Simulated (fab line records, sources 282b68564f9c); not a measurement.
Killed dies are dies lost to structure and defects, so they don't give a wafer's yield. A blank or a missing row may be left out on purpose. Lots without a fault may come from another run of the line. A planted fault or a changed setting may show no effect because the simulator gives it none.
One fault seen from 2 desks | flow rit_cmos | each desk has only its own numbers; what lay behind them comes last

THE METROLOGY DESK
What the gauges read, lot by lot, whatever tool the lot ran on: means of the sampled wafers that have a number. A lot is out of limits, marked OUT, if its mean lies more than 4 standard deviations from the usual mean; the brackets give that distance.
Columns: A = CONTACT_TEOS_THK at RIT_CONTACT_THK_MEAS_01, usual 400 nm; B = cd_nm at RIT_CONTACT_CD_MEAS_08, usual 999.8 nm; C = CONTACT_OVL at RIT_CONTACT_OVL_MEAS_09, usual -0.2 nm
lot  | first seen here | A   | B      | C
L823 | day 4 22:10     | 399 | 999.0  | 0.7
L826 | day 5 23:12     | 401 | 999.1  | 0.7
L829 | day 6 03:10     | 398 | 996.6  | -0.4
L828 | day 6 07:40     | 401 | 1001.1 | -0.7
L831 | day 6 13:22     | 401 | 1002.6 | -1.2
L833 | day 6 16:30     | 391 | 999.0  | -0.5
L835 | day 7 02:09     | 393 | 998.9  | 0.1
This desk's finding: nothing out of limits on any of the 7 lots.

THE TOOL OWNER'S DESK: rie_diel-01
The tool's own readings at RIT_CONTACT_ETCH_11 (etches SiO2 in CHF3/CF4/Ar, stops on TiSi2, target depth 480 nm, time 320 s): means of the sampled wafers that have a number, for each lot that ran on this tool. A lot is out of limits, marked OUT, if its mean lies more than 4 standard deviations from the usual mean; the brackets give that distance.
Columns: A = cf4_flow_sccm at RIT_CONTACT_ETCH_11, usual 10.000 sccm; B = drypump_motor_current_A at RIT_CONTACT_ETCH_11, usual 5.9 A; C = oes_product_au at RIT_CONTACT_ETCH_11, usual 0.984 a.u.; D = rf_fwd_power_W at RIT_CONTACT_ETCH_11, usual 199.6 W; E = throttle_valve_pct at RIT_CONTACT_ETCH_11, usual 8.89 %
lot  | first seen here | A      | B   | C     | D                       | E
L826 | day 6 00:39     | 9.972  | 6.0 | 0.985 | 199.6                   | 8.82
L829 | day 6 05:19     | 9.982  | 6.0 | 0.985 | 299.2 (+99 or more) OUT | 8.82
L828 | day 6 09:23     | 10.006 | 5.8 | 0.976 | 298.9 (+99 or more) OUT | 8.91
L833 | day 6 18:11     | 10.017 | 6.2 | 0.984 | 299.6 (+99 or more) OUT | 8.93
This desk's finding: out of limits on L828, L829, L833; first on L829, day 6 05:19 (rf_fwd_power_W at RIT_CONTACT_ETCH_11). In limits: L826.

PUT TOGETHER
The tool owner's desk could have raised an alarm at day 6 05:19, on L828, L829, L833.
The metrology desk saw nothing out of limits.
The metrology desk has L828, L829, L833 on record, within its limits.
Of the lots named, all ran RIT_CONTACT_ETCH_11 on rie_diel-01.

WHAT THE SIMULATOR HAD PUT IN
Process parameter drift: rie_diel-01, from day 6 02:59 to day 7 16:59, at RIT_CONTACT_ETCH_11. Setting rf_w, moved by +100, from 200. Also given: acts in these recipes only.
Lots struck among those shown: L828, L829, L833.
Hours from the fault's start to each desk's first reading out of limits: the tool owner's desk, 2.
